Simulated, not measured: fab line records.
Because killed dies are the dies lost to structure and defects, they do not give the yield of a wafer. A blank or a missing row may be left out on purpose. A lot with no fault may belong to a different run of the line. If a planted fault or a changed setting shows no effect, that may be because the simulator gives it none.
Which tool was responsible? || flow ritCmos || 42 wafers sampled from 14 lots at 1 step of a route of 202

== WHAT THE GAUGES READ, wafer by wafer ==
No reading from a measuring or inspecting step in the record can be judged against a usual standard deviation.

== WHAT TOOL EACH LOT RAN ON (gives the tool, then ch and the chambers of the sampled wafers, and finally the start) ==
{"lot": "L500", "RIT_SDANNEAL_CLEAN_00": "wetBench-03 ch 2, day 3 03:45"}
{"lot": "L502", "RIT_SDANNEAL_CLEAN_00": "wetBench-01 ch 0, day 3 11:05"}
{"lot": "L503", "RIT_SDANNEAL_CLEAN_00": "wetBench-03 ch 1, day 3 15:58"}
{"lot": "L505", "RIT_SDANNEAL_CLEAN_00": "wetBench-01 ch 3, day 4 03:53"}
{"lot": "L506", "RIT_SDANNEAL_CLEAN_00": "wetBench-04 ch 1, day 4 07:08"}
{"lot": "L507", "RIT_SDANNEAL_CLEAN_00": "wetBench-04 ch 3, day 4 12:12"}
{"lot": "L508", "RIT_SDANNEAL_CLEAN_00": "wetBench-01 ch 2, day 4 16:49"}
{"lot": "L512", "RIT_SDANNEAL_CLEAN_00": "wetBench-01 ch 3, day 5 12:29"}
{"lot": "L513", "RIT_SDANNEAL_CLEAN_00": "wetBench-04 ch 0, day 5 17:13"}
{"lot": "L517", "RIT_SDANNEAL_CLEAN_00": "wetBench-03 ch 0, day 6 16:44"}
{"lot": "L519", "RIT_SDANNEAL_CLEAN_00": "wetBench-01 ch 1, day 7 05:17"}
{"lot": "L520", "RIT_SDANNEAL_CLEAN_00": "wetBench-04 ch 2, day 7 09:41"}
{"lot": "L522", "RIT_SDANNEAL_CLEAN_00": "wetBench-01 ch 1, day 7 16:46"}
{"lot": "L523", "RIT_SDANNEAL_CLEAN_00": "wetBench-01 ch 2, day 7 21:08"}
- RIT_SDANNEAL_CLEAN_00: cleans in SC1, time 600 s.

== WHAT THE TOOLS THEMSELVES READ (means of the sampled wafers that have a number; where no wafer has one, the mark that the record gives instead) ==
RIT_SDANNEAL_CLEAN_00.
{"lot": "L500", "tool": "wetBench-03", "bathGuardTempC (C)": 75.0, "bathHeatDutyPct (%)": 16.9}
{"lot": "L502", "tool": "wetBench-01", "bathGuardTempC (C)": 74.7, "bathHeatDutyPct (%)": 14.7}
{"lot": "L503", "tool": "wetBench-03", "bathGuardTempC (C)": 75.5, "bathHeatDutyPct (%)": 16.8}
{"lot": "L505", "tool": "wetBench-01", "bathGuardTempC (C)": 74.2, "bathHeatDutyPct (%)": 15.4}
{"lot": "L506", "tool": "wetBench-04", "bathGuardTempC (C)": 75.8, "bathHeatDutyPct (%)": 16.7}
{"lot": "L507", "tool": "wetBench-04", "bathGuardTempC (C)": 74.4, "bathHeatDutyPct (%)": 14.6}
{"lot": "L508", "tool": "wetBench-01", "bathGuardTempC (C)": 74.6, "bathHeatDutyPct (%)": 17.1}
{"lot": "L512", "tool": "wetBench-01", "bathGuardTempC (C)": "-", "bathHeatDutyPct (%)": "-"}
{"lot": "L513", "tool": "wetBench-04", "bathGuardTempC (C)": "-", "bathHeatDutyPct (%)": "-"}
{"lot": "L517", "tool": "wetBench-03", "bathGuardTempC (C)": 74.7, "bathHeatDutyPct (%)": 14.3}
{"lot": "L519", "tool": "wetBench-01", "bathGuardTempC (C)": 74.4, "bathHeatDutyPct (%)": 14.7}
{"lot": "L520", "tool": "wetBench-04", "bathGuardTempC (C)": 74.5, "bathHeatDutyPct (%)": 17.0}
{"lot": "L522", "tool": "wetBench-01", "bathGuardTempC (C)": 74.3, "bathHeatDutyPct (%)": 15.3}
{"lot": "L523", "tool": "wetBench-01", "bathGuardTempC (C)": 74.7, "bathHeatDutyPct (%)": 17.4}

== THE ANSWER, worked out from the rows above alone ==
Rule: what is usual is taken from the lots themselves. The widest of any qualifying gaps counts: lots, ordered by their means at a reading, are off when they make up no more than a third of the lots, leave a main group of 4 or more, and stand apart from it by 3 or more times the standard deviation of that group's means. A main group is skipped when, at the precision printed for the reading in the tables above, its means are all equal. Also off: a lot with no number at a reading for which 4 or more lots have one. All remaining lots with rows at the step are treated as sound. The gauges are gone through in route order, then the tools' own readings, and for those a lot's mean is taken as printed above. The first step at which some lot is off is used, and at that step the reading that is off furthest; a lot without a number counts as furthest.
Off: L512, L513, at RIT_SDANNEAL_CLEAN_00 (bathGuardTempC). Without a number there: L512, L513. Main group: mean 74.7 C, sd 0.46.
A tool fits if, at that step or a process step before it, it ran every lot that is off, and no sound lot after the first of them. No candidate that was tried fits.

== WHAT WAS PUT IN BY THE SIMULATOR ==
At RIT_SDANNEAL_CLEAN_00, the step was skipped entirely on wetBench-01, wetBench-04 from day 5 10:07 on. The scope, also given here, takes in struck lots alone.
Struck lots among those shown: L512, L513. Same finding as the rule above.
